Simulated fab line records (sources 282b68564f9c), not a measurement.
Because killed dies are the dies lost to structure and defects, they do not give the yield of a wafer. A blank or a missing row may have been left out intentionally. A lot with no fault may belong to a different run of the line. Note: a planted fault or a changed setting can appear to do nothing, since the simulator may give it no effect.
Which tool was responsible? :: flow rit cmos :: 13 lots with 39 wafers sampled at 2 steps, on a route of 202 steps

## WHAT THE GAUGES READ, wafer by wafer
RIT_CONTACT_THK_MEAS_01. Usual: CONTACT_TEOS_THK typically reads 400 nm, with standard deviation 4.8.
lot: L649
measured: day 3 17:31
on: film metro-01
CONTACT_TEOS_THK (nm): 401 406 405
flag: 

lot: L651
measured: day 3 20:42
on: film metro-01
CONTACT_TEOS_THK (nm): 396 401 401
flag: 

lot: L652
measured: day 4 01:20
on: film metro-01
CONTACT_TEOS_THK (nm): 399 404 404
flag: 

lot: L655
measured: day 4 13:07
on: film metro-01
CONTACT_TEOS_THK (nm): 401 408 406
flag: 

lot: L656
measured: day 5 00:18
on: film metro-04
CONTACT_TEOS_THK (nm): 404 403 408
flag: 

lot: L658
measured: day 5 02:41
on: film metro-04
CONTACT_TEOS_THK (nm): 393 401 402
flag: 

lot: L657
measured: day 5 06:50
on: film metro-01
CONTACT_TEOS_THK (nm): 398 400 403
flag: 

lot: L661
measured: day 5 21:56
on: film metro-04
CONTACT_TEOS_THK (nm): 402 402 405
flag: 

lot: L663
measured: day 6 08:36
on: film metro-02
CONTACT_TEOS_THK (nm): 386 392 772
flag: OFF

lot: L667
measured: day 7 05:55
on: film metro-01
CONTACT_TEOS_THK (nm): 403 394 402
flag: 

lot: L668
measured: day 7 06:57
on: film metro-04
CONTACT_TEOS_THK (nm): 402 400 404
flag: 

lot: L670
measured: day 7 17:28
on: film metro-02
CONTACT_TEOS_THK (nm): 404 407 404
flag: 

lot: L671
measured: day 7 22:05
on: film metro-04
CONTACT_TEOS_THK (nm): 402 399 399
flag: 

## EACH LOT AND THE TOOL THAT RAN IT (in order: tool; ch and the chambers of the sampled wafers; start)
lot: L649
RIT_CONTACT_CVD_00: pecvd-02 ch 0,1,2, day 3 17:27

lot: L651
RIT_CONTACT_CVD_00: pecvd-03 ch 1,2, day 3 20:38

lot: L652
RIT_CONTACT_CVD_00: pecvd-02 ch 0,1,2, day 4 01:17

lot: L655
RIT_CONTACT_CVD_00: pecvd-02 ch 0,2, day 4 13:02

lot: L656
RIT_CONTACT_CVD_00: pecvd-01 ch 0,2, day 5 00:15

lot: L658
RIT_CONTACT_CVD_00: pecvd-03 ch 0,1, day 5 02:37

lot: L657
RIT_CONTACT_CVD_00: pecvd-02 ch 1,2, day 5 06:47

lot: L661
RIT_CONTACT_CVD_00: pecvd-02 ch 0,1, day 5 21:53

lot: L663
RIT_CONTACT_CVD_00: pecvd-03 ch 0,1,2, day 6 08:33

lot: L667
RIT_CONTACT_CVD_00: pecvd-02 ch 0,1, day 7 05:51

lot: L668
RIT_CONTACT_CVD_00: pecvd-01 ch 0,2, day 7 06:52

lot: L670
RIT_CONTACT_CVD_00: pecvd-02 ch 0,1,2, day 7 17:24

lot: L671
RIT_CONTACT_CVD_00: pecvd-01 ch 0,1,2, day 7 22:02
- RIT_CONTACT_CVD_00: deposits SiO2 from TEOS, target thk 400 nm, time 61 s.

## AS READ BY THE TOOLS THEMSELVES (means over the sampled wafers that have a number; for cases with no such wafer, the mark the record gives instead)
RIT_CONTACT_CVD_00. Usual: 313 W for heater power w, sd 50.
lot: L649
tool: pecvd-02
heater power w (W): 298
flag: 

lot: L651
tool: pecvd-03
heater power w (W): 311
flag: 

lot: L652
tool: pecvd-02
heater power w (W): 314
flag: 

lot: L655
tool: pecvd-02
heater power w (W): 292
flag: 

lot: L656
tool: pecvd-01
heater power w (W): 379
flag: 

lot: L658
tool: pecvd-03
heater power w (W): 246
flag: 

lot: L657
tool: pecvd-02
heater power w (W): 311
flag: 

lot: L661
tool: pecvd-02
heater power w (W): 297
flag: 

lot: L663
tool: pecvd-03
heater power w (W): 301
flag: 

lot: L667
tool: pecvd-02
heater power w (W): 309
flag: 

lot: L668
tool: pecvd-01
heater power w (W): 320
flag: 

lot: L670
tool: pecvd-02
heater power w (W): 310
flag: 

lot: L671
tool: pecvd-01
heater power w (W): 347
flag: 

## THE ANSWER, worked out from the rows above alone
Rule: a lot is off if the mean of its wafers that have a number lies more than 3 standard deviations from the usual mean. A lot without any number at a reading at which 4 lots or more have one is off too. Any other lot the step has rows for is counted as sound. Order of review: gauges by route order, followed by the tools' own readings, for which a lot's mean as printed above is used. At the first step where some lot is off, the reading lying furthest off is the one used; lots without a number count as furthest.
Off: L663, seen at RIT_CONTACT_THK_MEAS_01 (CONTACT_TEOS_THK).
If a tool, at a process step before that reading, ran all the lots that are off and no sound lot after the first of them, it fits. Gauges at RIT_CONTACT_THK_MEAS_01: tried the same way as those tools. One fits: RIT_CONTACT_CVD_00 on pecvd-03. Its last sound lot is L658 (day 5 02:37), its first lot that is off L663 (day 6 08:33): a fault that began between those two fits.

## WHAT WAS PUT IN BY THE SIMULATOR
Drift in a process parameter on pecvd-03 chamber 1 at RIT_CONTACT_CVD_00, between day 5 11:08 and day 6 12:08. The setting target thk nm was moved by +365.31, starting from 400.
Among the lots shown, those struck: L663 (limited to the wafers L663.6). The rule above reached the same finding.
